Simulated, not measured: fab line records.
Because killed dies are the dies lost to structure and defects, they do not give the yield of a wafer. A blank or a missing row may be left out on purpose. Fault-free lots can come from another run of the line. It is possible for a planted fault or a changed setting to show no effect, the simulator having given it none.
fab line records | flow rit-cmos
record lots=6 wafers=18 last-day=8
route steps=202 shown SPACER@127 NSD@131 PSD@143 SDANNEAL@153 M1@202
lots that met no fault: from a run of the same line without faults
start-h: hours from the record's opening day to when the first of the lot's shown wafers began | wait-h: hours since the lot's step before | " repeats the value in the row above | L1.1+2: one row covering several wafers at once | - no value, or no start given | * or withheld: withheld | < > ~ a bound
route shown NAME@n: a module of which the file shows steps, and the number in the route of the first | usual: mean and standard deviation over wafers with no fault | same: alike in all rows | chamber/n: place in a boat | sites: per-site readings | _std_site: their standard deviation | _edge_site: mean of outer sites minus mean of inner sites | radius-mm: for every site, how far away it sits from the centre of the wafer | mask NAME#n: copy n | behind: the tool/chamber that last shaped the wafer | hold: what put the lot on hold/how long, in hours/how the hold closed | device: the transistor (n, p or np) that didn't switch | end of line: tests of these same wafers at the route's end | a step given without rows: its recipe and nothing more | killed: the dies lost at the first sort to structure and to defects; this is not the yield of the wafer | map: a wafer's dies, x killed, . not, _ none there
set.NAME: the run value of the setting; set.NAME@STEP: its run value at that earlier step | model.NAME: the simulator's own value behind a step, which no gauge read
lots at some steps of the route; a table a step, a row a wafer
services: when a tool's chamber went out of use (start-h, in hours from the record's first day, below 0 if earlier), for how many hours, and the reason
## steps
# step RIT_SPACER_CLEAN_02
# recipe chemistry=SC2 mix=3:3:50 time-s=600 temp-c=75 dry=n2-spin
# step RIT_SPACER_CVD_03
# recipe material=Si3N4 target-thk-nm=250 temp-c=810 precursor=SiH2Cl2/NH3 time-s=3300 pressure-mtorr=300 sih2cl2-flow-sccm=60 nh3-flow-sccm=150
# step RIT_SPACER_THK_MEAS_04
# recipe reads=Si3N4_of_SPACER_CVD_03
# usual SPACER_NITRIDE_THK=249.6/2.6
# columns lot.wafer tool chamber start-h wait-h SPACER_NITRIDE_THK[nm]
L645.3 film-metro-01 - 77.59 0.0 247.9
L645.4 " - " " 244.4
L645.6 " - " " 247.8
L648.1 film-metro-04 - 93.03 0.0 255.1
L648.3 " - " " 251.3
L648.5 " - " " 251.6
L652.1 film-metro-04 - 107.04 0.0 249.2
L652.2 " - " " 250.4
L652.5 " - " " 250.2
L657.1 film-metro-01 - 131.34 0.0 242.8
L657.2 " - " " 243.2
L657.3 " - " " 243.6
L659.2 film-metro-03 - 147.66 0.0 253.3
L659.4 " - " " 253.4
L659.6 " - " " 254.2
L664.1 film-metro-03 - 176.13 0.0 247.4
L664.5 " - " " 245.0
L664.6 " - " " 245.2
# step RIT_SPACER_ETCHBACK_05
# recipe target-depth-a=2500 SF6_flow_sccm=30 CHF3_flow_sccm=30 target=Si3N4 chemistry=SF6/CHF3 pressure-mtorr=40 rf-w=250 time-s=240 stop-on=SiO2
# usual CHF3_flow_sccm=30.00/0.092 drypump-motor-current-A=5.7/0.61 oes-product-au=0.840/0.012 throttle-valve-pct=10.26/0.11
# columns lot.wafer tool chamber start-h wait-h CHF3_flow_sccm drypump-motor-current-A oes-product-au rf-hours-counter-h throttle-valve-pct
L645.3 rie-diel-02 2 77.63 0.0 30.05 5.8 0.816 7 10.32
L645.4 " 3 " " 30.00 6.2 0.824 5 10.42
L645.6 " 2 " " 30.17 5.8 0.819 - 10.30
L648.1 rie-diel-01 3 93.09 0.1 30.08 6.3 0.852 6 10.09
L648.3 " 1 " " 30.03 6.5 0.844 16 10.16
L648.5 " 1 " " 30.03 6.5 0.838 - 10.17
L652.1 rie-diel-01 3 107.10 0.1 29.89 6.4 0.847 6 10.09
L652.2 " 2 " " 29.96 6.4 0.869 144 10.16
L652.5 " 0 " " 29.89 5.8 0.839 - 10.36
L657.1 rie-diel-02 1 131.40 0.1 30.02 5.9 0.827 51 10.31
L657.2 " 0 " " 30.13 5.0 0.813 65 10.13
L657.3 " 3 " " 29.96 6.2 0.823 6 10.41
L659.2 rie-diel-03 0 147.71 0.0 30.02 5.1 0.861 19 10.37
L659.4 " 1 " " 30.17 5.0 0.850 47 10.36
L659.6 " 1 " " 30.08 5.0 0.849 - 10.34
L664.1 rie-diel-01 0 176.19 0.1 29.96 5.8 0.833 98 10.37
L664.5 " 3 " " 29.95 6.3 0.824 - 10.08
L664.6 " 0 " " 30.08 5.8 0.835 - 10.35
# step RIT_NSD_HMDS_00
# recipe prime-time-s=60 prime-temp-c=140
# step RIT_NSD_COAT_01
# recipe resist=NOVOLAK spin-rpm=3250 resist-thk-nm=1000
# step RIT_NSD_SOFTBAKE_02
# recipe resist=NOVOLAK temp-c=90 time-s=60
# step RIT_NSD_EXPOSE_03
# recipe mask-id=M9 na=0.57 target-cd-nm=40700 dose-mj=250
# step RIT_NSD_PEB_04
# recipe resist=NOVOLAK temp-c=withheld time-s=withheld
# step RIT_NSD_DEVELOP_05
# recipe resist=NOVOLAK develop-time-s=50 dev-temp-c=23
# step RIT_NSD_OVL_MEAS_06
# usual NSD_OVL=0.1/1.1
# columns lot.wafer tool chamber start-h wait-h NSD_OVL[nm]
L645.3 overlay-01 - 78.72 - -1.6
L645.4 " - " " -0.2
L645.6 " - " " -0.6
L648.1 overlay-02 - 94.38 - -1.1
L648.3 " - " " -1.1
L648.5 " - " " -1.2
L652.1 overlay-01 - 108.10 - -1.1
L652.2 " - " " -1.7
L652.5 " - " " 0.0
L657.1 overlay-01 - 132.40 - -1.1
L657.2 " - " " 1.6
L657.3 " - " " 0.4
L659.2 overlay-01 - 148.84 - 1.1
L659.4 " - " " 0.9
L659.6 " - " " 2.4
L664.1 overlay-01 - 177.19 - 1.6
L664.5 " - " " 0.4
L664.6 " - " " 1.8
# step RIT_NSD_HARDBAKE_07
# recipe resist=NOVOLAK temp-c=140 time-s=60
# step RIT_NSD_IMPLANT_08
# recipe species=P energy-kev=25 dose-cm2=1e+15 tilt-deg=7
# usual beam-energy-keV=25.002/0.0072 dose-ions-cm2=1.0001e+15/1.2e+12 end-station-pressure-torr=7.5e-06/3.9e-07 faraday-current-uA=3139/61
# columns lot.wafer tool chamber start-h wait-h beam-energy-keV dose-ions-cm2 end-station-pressure-torr faraday-current-uA
L645.3 implanter-04 0 78.94 0.1 25.012 9.999e+14 7.4e-06 3093
L645.4 " 0 " " 25.002 9.998e+14 6.8e-06 3141
L645.6 " 0 " " 24.999 9.996e+14 7.8e-06 3017
L648.1 implanter-04 0 94.57 0.1 25.012 6.703e+14 6.6e-06 2110
L648.3 " 0 " " 24.999 6.716e+14 6.1e-06 2050
L648.5 " 0 " " 25.009 6.701e+14 7.1e-06 2164
L652.1 implanter-04 0 108.29 0.1 24.997 6.708e+14 6.1e-06 2108
L652.2 " 0 " " 25.005 6.714e+14 6e-06 2062
L652.5 " 0 " " 24.996 6.71e+14 6.5e-06 2072
L657.1 implanter-02 0 132.58 0.1 24.978 1.0013e+15 7.7e-06 3074
L657.2 " 0 " " 24.991 9.992e+14 7.6e-06 3093
L657.3 " 0 " " 24.998 1.0004e+15 7.5e-06 3050
L659.2 implanter-03 0 149.45 0.1 25.007 1.0011e+15 7.1e-06 3215
L659.4 " 0 " " 25.003 1.0008e+15 8e-06 3191
L659.6 " 0 " " 25.001 1.0011e+15 6.4e-06 3084
L664.1 implanter-03 0 177.38 0.1 24.991 9.976e+14 7.5e-06 3142
L664.5 " 0 " " 24.997 9.99e+14 8.2e-06 3157
L664.6 " 0 " " 24.998 9.974e+14 7.7e-06 3151
# step RIT_NSD_STRIP_09
# recipe chemistry=O2 time-s=180 resist=NOVOLAK platen-temp-c=withheld power-w=500 pressure-mtorr=4000 o2-flow-sccm=4000
# usual drypump-motor-current-A=5.9/0.52
# columns lot.wafer tool chamber start-h wait-h drypump-motor-current-A rf-hours-counter-h
L645.3 plasma-asher-02 0 79.10 0.1 6.6 -
L645.4 " 1 " " 4.9 -
L645.6 " 1 " " 4.9 -
L648.1 plasma-asher-02 0 94.72 0.1 6.6 43
L648.3 " 0 " " 6.6 -
L648.5 " 1 " " 4.9 -
L652.1 plasma-asher-04 0 108.44 0.1 6.2 47
L652.2 " 1 " " 6.0 47
L652.5 " 0 " " 6.2 -
L657.1 plasma-asher-04 0 132.73 0.1 6.2 2
L657.2 " 1 " " 6.1 2
L657.3 " 1 " " 6.0 -
L659.2 plasma-asher-02 1 149.58 0.1 4.8 49
L659.4 " 1 " " 4.9 -
L659.6 " 0 " " 6.6 -
L664.1 plasma-asher-02 0 177.53 0.1 6.6 51
L664.5 " 0 " " 6.6 -
L664.6 " 1 " " 4.8 -
# step RIT_NSD_TW_MEAS_10
# usual NSD_TW=3103/28
# columns lot.wafer tool chamber start-h wait-h hold NSD_TW
L645.3 film-metro-04 - 79.24 0.1 - 3127
L645.4 " - " " - 3127
L645.6 " - " " - 3114
L648.1 film-metro-02 - 94.89 0.1 await-dispo/0.2h/release 2817
L648.3 " - " " await-dispo/0.2h/release 2806
L648.5 " - " " await-dispo/0.2h/release 2805
L648.1 film-metro-02 - 95.12 0.2 - 2800
L648.3 " - " " - 2799
L648.5 " - " " - 2806
L652.1 film-metro-01 - 108.61 0.1 await-dispo/0.2h/release 2863
L652.2 " - " " await-dispo/0.2h/release 2854
L652.5 " - " " await-dispo/0.2h/release 2846
L652.1 film-metro-01 - 108.84 0.2 - 2870
L652.2 " - " " - 2851
L652.5 " - " " - 2860
L657.1 film-metro-04 - 132.91 0.1 - 3093
L657.2 " - " " - 3105
L657.3 " - " " - 3100
L659.2 film-metro-04 - 149.76 0.1 - 3102
L659.4 " - " " - 3123
L659.6 " - " " - 3120
L664.1 film-metro-04 - 177.70 0.1 - 3096
L664.5 " - " " - 3097
L664.6 " - " " - 3079
# step RIT_PSD_COAT_01
# recipe resist=NOVOLAK spin-rpm=3250 resist-thk-nm=1000
# step RIT_PSD_SOFTBAKE_02
# recipe resist=NOVOLAK temp-c=90 time-s=60
# step RIT_PSD_EXPOSE_03
# recipe mask-id=M10 na=0.57 target-cd-nm=40900 dose-mj=250
# step RIT_PSD_PEB_04
# recipe resist=NOVOLAK temp-c=withheld time-s=withheld
# step RIT_PSD_DEVELOP_05
# recipe resist=NOVOLAK develop-time-s=50 dev-temp-c=23
# step RIT_PSD_OVL_MEAS_06
# usual PSD_OVL=-0.3/1.3
# columns lot.wafer tool chamber start-h wait-h PSD_OVL[nm]
L645.3 overlay-01 - 80.27 - -0.5
L645.4 " - " " -2.2
L645.6 " - " " -0.7
L648.1 overlay-02 - 98.01 - -0.3
L648.3 " - " " 0.1
L648.5 " - " " -0.4
L652.1 overlay-02 - 113.21 - -0.4
L652.2 " - " " -2.6
L652.5 " - " " -2.9
L657.1 overlay-02 - 133.82 - 0.8
L657.2 " - " " 1.7
L657.3 " - " " 1.2
L659.2 overlay-02 - 150.67 - 1.0
L659.4 " - " " -0.6
L659.6 " - " " -0.2
L664.1 overlay-02 - 178.76 - -3.1
L664.5 " - " " -2.6
L664.6 " - " " -2.5
# step RIT_PSD_HARDBAKE_07
# recipe resist=NOVOLAK temp-c=140 time-s=60
# step RIT_PSD_IMPLANT_08
# recipe species=BF2 energy-kev=27 dose-cm2=5e+15 tilt-deg=7
# step RIT_PSD_STRIP_09
# recipe chemistry=O2 time-s=180 resist=NOVOLAK platen-temp-c=withheld power-w=500 pressure-mtorr=4000 o2-flow-sccm=4000
# usual drypump-motor-current-A=6.0/0.42
# columns lot.wafer tool chamber start-h wait-h drypump-motor-current-A rf-hours-counter-h
L645.3 plasma-asher-04 0 80.65 0.1 6.3 -
L645.4 " 1 " " 6.1 -
L645.6 " 0 " " 6.3 -
L648.1 plasma-asher-04 1 98.35 0.1 6.0 45
L648.3 " 1 " " 6.1 -
L648.5 " 0 " " 6.2 -
L652.1 plasma-asher-02 0 113.55 0.1 6.6 44
L652.2 " 1 " " 4.9 44
L652.5 " 1 " " 4.9 -
L657.1 plasma-asher-04 1 134.19 0.1 6.0 2
L657.2 " 0 " " 6.2 2
L657.3 " 1 " " 6.0 -
L659.2 plasma-asher-04 1 151.00 0.1 6.0 3
L659.4 " 0 " " 6.2 -
L659.6 " 0 " " 6.2 -
L664.1 plasma-asher-04 0 179.10 0.1 6.2 6
L664.5 " 0 " " 6.3 -
L664.6 " 1 " " 6.0 -
# step RIT_PSD_TW_MEAS_10
# usual PSD_TW=3415/29
# columns lot.wafer tool chamber start-h wait-h PSD_TW
L645.3 film-metro-04 - 80.78 0.1 3431
L645.4 " - " " 3415
L645.6 " - " " 3414
L648.1 film-metro-01 - 98.52 0.1 3423
L648.3 " - " " 3415
L648.5 " - " " 3429
L652.1 film-metro-01 - 113.72 0.1 3468
L652.2 " - " " 3444
L652.5 " - " " 3437
L657.1 film-metro-01 - 134.37 0.1 3449
L657.2 " - " " 3433
L657.3 " - " " 3449
L659.2 film-metro-01 - 151.18 0.1 3437
L659.4 " - " " 3451
L659.6 " - " " 3449
L664.1 film-metro-01 - 179.27 0.1 3429
L664.5 " - " " 3432
L664.6 " - " " 3433
# step RIT_SDANNEAL_CLEAN_00
# recipe chemistry=SC1 mix=3:3:50 time-s=600 temp-c=75
# step RIT_SDANNEAL_CLEAN_01
# recipe chemistry=dHF dilution=50:1 time-s=30
# step RIT_SDANNEAL_CLEAN_02
# recipe chemistry=SC2 mix=3:3:50 time-s=600 temp-c=75 dry=n2-spin
# step RIT_SDANNEAL_RTA_03
# recipe temp-c=1050 time-s=5 idle-temp-c=600 ramp-up-c-per-s=342 ramp-down-c-per-s=171 cool-to-c=600 ambient=N2
# usual wafer_temp_C_max=1053.5/1
# columns lot.wafer tool chamber start-h wait-h wafer_temp_C_max
L645.3 rtp-anneal-02 0 81.21 0.0 1053.7
L645.4 " 0 " " 1053.6
L645.6 " 0 " " 1053.0
L648.1 rtp-anneal-01 0 99.75 0.0 1054.2
L648.3 " 0 " " 1054.7
L648.5 " 0 " " 1051.7
L652.1 rtp-anneal-01 0 114.16 0.0 1055.6
L652.2 " 0 " " 1053.9
L652.5 " 0 " " 1053.9
L657.1 rtp-anneal-02 0 134.81 0.0 1053.2
L657.2 " 0 " " 1054.6
L657.3 " 0 " " 1052.6
L659.2 rtp-anneal-01 0 151.64 0.0 1052.7
L659.4 " 0 " " 1053.6
L659.6 " 0 " " 1054.6
L664.1 rtp-anneal-01 0 179.75 0.0 1054.4
L664.5 " 0 " " 1052.9
L664.6 " 0 " " 1052.7
# step RIT_SDANNEAL_RS_MEAS_04
# recipe thk-meas-gauge=four-point-probe
# usual PSD_RS=116.0/0.37
# columns lot.wafer tool chamber start-h wait-h PSD_RS[ohm/sq]
L645.3 film-metro-04 - 81.29 0.1 116.2
L645.4 " - " " 116.0
L645.6 " - " " 115.8
L648.1 film-metro-02 - 99.80 0.0 115.9
L648.3 " - " " 116.1
L648.5 " - " " 116.4
L652.1 film-metro-01 - 114.38 0.2 116.2
L652.2 " - " " 116.3
L652.5 " - " " 116.0
L657.1 film-metro-04 - 134.87 0.0 117.0
L657.2 " - " " 116.5
L657.3 " - " " 116.5
L659.2 film-metro-02 - 151.71 0.1 115.7
L659.4 " - " " 115.6
L659.6 " - " " 115.4
L664.1 film-metro-01 - 179.81 0.0 116.0
L664.5 " - " " 116.2
L664.6 " - " " 116.1
# step RIT_SDANNEAL_RS_MEAS_05
# recipe thk-meas-gauge=four-point-probe
# usual NSD_RS=84.5/0.3
# columns lot.wafer tool chamber start-h wait-h hold NSD_RS[ohm/sq]
L645.3 film-metro-04 - 81.41 0.1 - 84.5
L645.4 " - " " - 84.3
L645.6 " - " " - 84.5
L648.1 film-metro-02 - 99.92 0.1 await-dispo/0.2h/release 116.7
L648.3 " - " " await-dispo/0.2h/release 116.6
L648.5 " - " " await-dispo/0.2h/release 117.4
L648.1 film-metro-02 - 100.21 0.3 - 116.7
L648.3 " - " " - 116.9
L648.5 " - " " - 117.5
L652.1 film-metro-01 - 114.50 0.1 await-dispo/0.2h/release 116.9
L652.2 " - " " await-dispo/0.2h/release 117.5
L652.5 " - " " await-dispo/0.2h/release 117.6
L652.1 film-metro-01 - 114.79 0.3 - 116.7
L652.2 " - " " - 117.6
L652.5 " - " " - 117.5
L657.1 film-metro-04 - 134.99 0.1 - 84.9
L657.2 " - " " - 85.2
L657.3 " - " " - 84.9
L659.2 film-metro-02 - 151.83 0.1 - 84.9
L659.4 " - " " - 84.8
L659.6 " - " " - 85.0
L664.1 film-metro-01 - 179.93 0.1 - 84.6
L664.5 " - " " - 85.0
L664.6 " - " " - 84.9
# step RIT_M1_PROBE_99
# usual defect-limited-yield=97.6/1 killed-at-contacts=0.1/0.23 killed-at-front-end=6.2/2.8 killed-dies=6.3/2.7 killed-open=3.1/2 killed-short=3.2/1.8 sort_bin_3_pad_short=0.1/0.18 sort_bin_5_function=1.3/0.73 sort_bin_6_memory=1.0/0.62 sort-n-pass=257.7/2.7 sort-yield-pct=97.6/1
# same gross-dies=264 killed_at_M0_to_M3=0 killed_at_M4_up=0 killed-at-back-side=0 killed-at-other=0
# columns lot.wafer tool chamber start-h wait-h defect-limited-yield[%] killed-at-contacts killed-at-front-end killed-dies killed-open killed-short sort_bin_3_pad_short[%] sort_bin_5_function[%] sort_bin_6_memory[%] sort-n-pass sort-yield-pct[%]
L645.3 prober-02 - 88.76 0.2 97.0 0 8 8 3 5 0 1.9 1.1 256.0 97.0
L645.4 prober-02 - 88.81 0.2 98.1 0 5 5 3 2 0.4 1.1 0.4 259.0 98.1
L645.6 prober-02 - 88.91 0.2 98.5 0 4 4 1 3 0.4 0.8 0.4 260.0 98.5
L659.2 prober-02 - 159.24 0.1 97.7 0 6 6 4 2 0 1.9 0.4 258.0 97.7
L659.4 prober-02 - 159.34 0.2 98.9 0 3 3 1 2 0 0.8 0.4 261.0 98.9
L659.6 prober-02 - 159.44 0.2 98.9 0 3 3 0 3 0 1.1 0 261.0 98.9
L664.1 prober-02 - 187.95 0.1 98.9 1 2 3 1 2 0.4 0.4 0.4 261.0 98.9
L664.5 prober-02 - 188.15 0.2 98.5 0 4 4 2 2 0.4 0.4 0.8 260.0 98.5
L664.6 prober-02 - 188.20 0.2 97.3 1 6 7 5 2 0 1.1 1.5 257.0 97.3
# killed by level:class
L645.3 GATE:geometric-particle:short=3 FOX1:geometric-particle:short=2 FOX1:geometric-particle:open=1 FOX2:geometric-particle:open=1 REOX:geometric-particle:open=1
L645.4 GATE:geometric-particle:open=2 FOX1:geometric-particle:open=1 FOX2:geometric-particle:short=1 GATE:geometric-particle:short=1
L645.6 FOX2:geometric-particle:short=1 GATE:geometric-particle:open=1 GATE:geometric-particle:short=1 REOX:geometric-particle:short=1
L659.2 SPACER:geometric-particle:open=2 FOX1:geometric-particle:open=1 SPACER:geometric-particle:short=1 SILICIDE:geometric-particle:open=1 SILICIDE:geometric-particle:short=1
L659.4 GATE:geometric-particle:short=2 SILICIDE:geometric-particle:open=1
L659.6 FOX2:geometric-particle:short=1 GATE:geometric-particle:short=1 SILICIDE:geometric-particle:short=1
L664.1 GATE:geometric-particle:short=1 SPACER:geometric-particle:open=1 CONTACT:geometric-particle:short=1
L664.5 REOX:geometric-particle:short=2 GATE:geometric-particle:open=1 SPACER:geometric-particle:open=1
L664.6 GATE:geometric-particle:open=3 FOX1:geometric-particle:open=1 SILICIDE:geometric-particle:open=1 SILICIDE:geometric-particle:short=1 CONTACT:geometric-particle:short=1
## services
# columns tool chamber start-h hours kind
implanter-03 - 59.08 37.7 repair
rie-diel-02 3 97.35 7.3 repair
implanter-02 - 98.24 3.3 pm
implanter-02 - 102.77 3.7 pm
implanter-03 - 106.98 2.0 repair
plasma-asher-04 - 108.75 9.0 pm
plasma-asher-04 0 108.75 9.0 vent-cycle
plasma-asher-04 1 108.75 9.0 vent-cycle
implanter-04 - 108.97 5.6 repair
rie-diel-02 3 116.69 4.2 repair
plasma-asher-04 0 117.75 - clean
plasma-asher-04 1 117.75 - clean
rie-diel-02 2 129.56 2.0 repair
implanter-02 - 134.19 20.5 pm
rie-diel-01 2 162.55 - clean
rie-diel-03 - 164.18 4.3 pm
## key
first-sign step=RIT_NSD_IMPLANT_08 reading=dose-ions-cm2 direction=down sigmas=99+ usual=1.0001e+15 struck=6.709e+14
effect step=RIT_NSD_IMPLANT_08 reading=faraday-current-uA direction=down sigmas=17 usual=3139 struck=2094
effect step=RIT_NSD_TW_MEAS_10 reading=visit direction=added
effect step=RIT_NSD_TW_MEAS_10 reading=NSD_TW direction=down sigmas=9.8 usual=3103 struck=2832
effect step=RIT_SDANNEAL_RS_MEAS_05 reading=visit direction=added
effect step=RIT_SDANNEAL_RS_MEAS_05 reading=NSD_RS direction=up sigmas=99+ usual=84.5 struck=117.1
met-at RIT_NSD_IMPLANT_08
struck-wafers L648.1,L648.3,L648.5,L652.1,L652.2,L652.5
scrapped-behind RIT_SDANNEAL_RS_MEAS_05 L648.1,L648.3,L648.5,L652.1,L652.2,L652.5
onset-between 78.94 94.57
fault kind=process-parameter-drift tool=implanter-04 chamber=- onset-h=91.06 steps=RIT_NSD_IMPLANT_08 channel=dose-cm2 offset=-3.2992e+14 shape=step end-h=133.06 acts-in=these-recipes-only stated=1e+15
